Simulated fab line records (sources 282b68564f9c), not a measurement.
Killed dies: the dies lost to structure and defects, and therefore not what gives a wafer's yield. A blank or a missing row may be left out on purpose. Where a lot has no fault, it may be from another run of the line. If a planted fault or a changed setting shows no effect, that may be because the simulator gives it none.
A lot that was struck, set against a sound lot | flow rit_cmos | 20 steps out of a route of 202
Sound: the wafers L733.1, L733.2, L733.6. The struck wafers were L746.4, L746.5, L746.6. The cause comes at the end.
At each step with rows: each side's tool, then ch and its chambers, then its first start. Under that, the readings that differ: sound wafers | struck wafers | difference of the means | sigmas: that difference in standard deviations of wafers without a fault.
alike: same words and numbers on both sides, and readings whose means sit less than 2 such deviations apart. not compared: any withheld reading, any reading some wafer has no value for, any bound like >300 that may hide the same value, and any number with overlapping values for which the record gives no deviation.
A row with sigmas, a row that says differs or no value, or rows on one side alone: a step with any of these is where the two part. Numbers that don't overlap but have no deviation are shown without sigmas and don't part them. Lack of a reading on every wafer of one side parts them only where that side has two or more wafers.

first, 2 steps without rows for these wafers: RIT_NWELL_HARDBAKE_07 (time 120 s); RIT_NWELL_IMPLANT_08.
RIT_NWELL_STRIP_09: strips in O2, time 180 s.
  sound on plasma_asher-03 ch 0,1, day 2 03:34; struck on plasma_asher-01 ch 0,1, day 4 19:08
  alike: chamber_pressure_mTorr, drypump_motor_current_A
  not compared: rf_hours_counter_h
RIT_NWELL_TW_MEAS_10:
  sound on film_metro-04 at day 2 03:45; struck on film_metro-04 at day 4 19:17
  alike: NWELL_TW
then, 6 steps without rows for these wafers: RIT_PWELL_HMDS_00 (prime time 60 s); RIT_PWELL_COAT_01 (resist thk 1300 nm); RIT_PWELL_SOFTBAKE_02 (time 60 s); RIT_PWELL_EXPOSE_03 (exposes mask M3, target cd 43700 nm); RIT_PWELL_PEB_04; RIT_PWELL_DEVELOP_05 (develop time 68 s).
RIT_PWELL_OVL_MEAS_06:
  sound on overlay-01 at day 2 04:49; struck on overlay-02 at day 4 20:20
  alike: PWELL_OVL
then, 1 step without rows for these wafers: RIT_PWELL_HARDBAKE_07 (time 120 s).
RIT_PWELL_IMPLANT_08:
  sound on implanter-03 ch 0, day 2 05:06; struck on implanter-03 ch 0, day 4 20:41
  reading                   | sound                | struck               | difference | sigmas
  beam_energy_keV           | 169.98 169.98 170.08 | 221.11 221.09 221.12 | +51.09     | +99 or more
  model.implant.rp_nm (nm)  | 495.5 495.5 495.5    | 596.2 596.2 596.2    | +100.7     |
  model.implant.drp_nm (nm) | 102.9 102.9 102.9    | 111.6 111.6 111.6    | +8.7       |
RIT_PWELL_STRIP_09: strips in O2, time 180 s.
  sound on plasma_asher-02 ch 0,1, day 2 05:15; struck on plasma_asher-03 ch 0,1, day 4 20:49
  reading                     | sound       | struck      | difference | sigmas
  drypump_motor_current_A (A) | 5.3 5.0 5.3 | 6.6 6.2 6.6 | +1.3       | +2
  alike: chamber_pressure_mTorr
  not compared: rf_hours_counter_h
RIT_PWELL_TW_MEAS_10:
  sound on film_metro-04 at day 2 05:25; struck on film_metro-02 at day 4 20:58
  reading  | sound       | struck      | difference | sigmas
  PWELL_TW | 956 956 957 | 982 985 980 | +26        | +2
then, 1 step without rows for these wafers: RIT_WELLDRIVE_ANNEAL_00 (time 14700 s).
RIT_WELLDRIVE_RS_MEAS_01: uses a four-point probe to measure.
  sound on film_metro-04 at day 2 12:15; struck on film_metro-03 at day 5 02:08
  alike: NWELL_RS
RIT_WELLDRIVE_RS_MEAS_02: uses a four-point probe to measure.
  sound on film_metro-04 at day 2 12:22; struck on film_metro-03 at day 5 02:15
  reading           | sound             | struck            | difference | sigmas
  PWELL_RS (ohm/sq) | 428.9 428.4 428.0 | 416.4 418.0 416.2 | -11.6      | -12
then, 1 step without rows for these wafers: RIT_NRETRO_HMDS_00 (prime time 60 s).
RIT_M1_PROBE_99:
  sound on prober-02 at day 3 22:13; struck on prober-01 at day 6 06:07
  reading                             | sound             | struck            | difference | sigmas
  killed_at_M0_to_M3                  | 0 0 0             | 0 0 1             | +0         | +2
  model.etest.nmos_0p3.r_on_ohm_um    | 2127 2146 2166    | 2061 2019 2012    | -116       |
  model.etest.nmos_turned.drive_ua_um | 350.9 349.4 338.6 | 362.6 371.4 372.7 | +22.6      |
  model.etest.nmos_0p15.drive_ua_um   | 499 485.6 480.6   | 503 522.3 514.8   | +25        |
  model.etest.pwell_pinched.rs_ohm_sq | 462.3 456.6 456.2 | 445.1 445 438.5   | -15.5      |
  model.etest.nmos_0p3.drive_ua_um    | 240.1 231.2 233.6 | 262.3 260.7 255.9 | +24.7      |
  model.etest.nmos_narrow.drive_ua_um | 235.4 229.7 228.9 | 263.2 263 260.2   | +30.8      |
  model.etest.pwell.rs_ohm_sq         | 411.5 407.9 403.1 | 391.7 396.7 399.1 | -11.7      |
  model.etest.field_n.vt_v (V)        | 35.23 34.36 34.73 | 31.75 31.16 31.27 | -3.38      |
  alike: killed_at_front_end, killed_dies, killed_open, killed_short

## WHERE THEY PART
Earliest at RIT_PWELL_IMPLANT_08; latest, in this record, at RIT_M1_PROBE_99.

WHY: whatever the simulator had introduced
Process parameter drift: implanter-03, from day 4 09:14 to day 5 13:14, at RIT_PWELL_IMPLANT_08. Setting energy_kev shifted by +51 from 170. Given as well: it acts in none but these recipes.
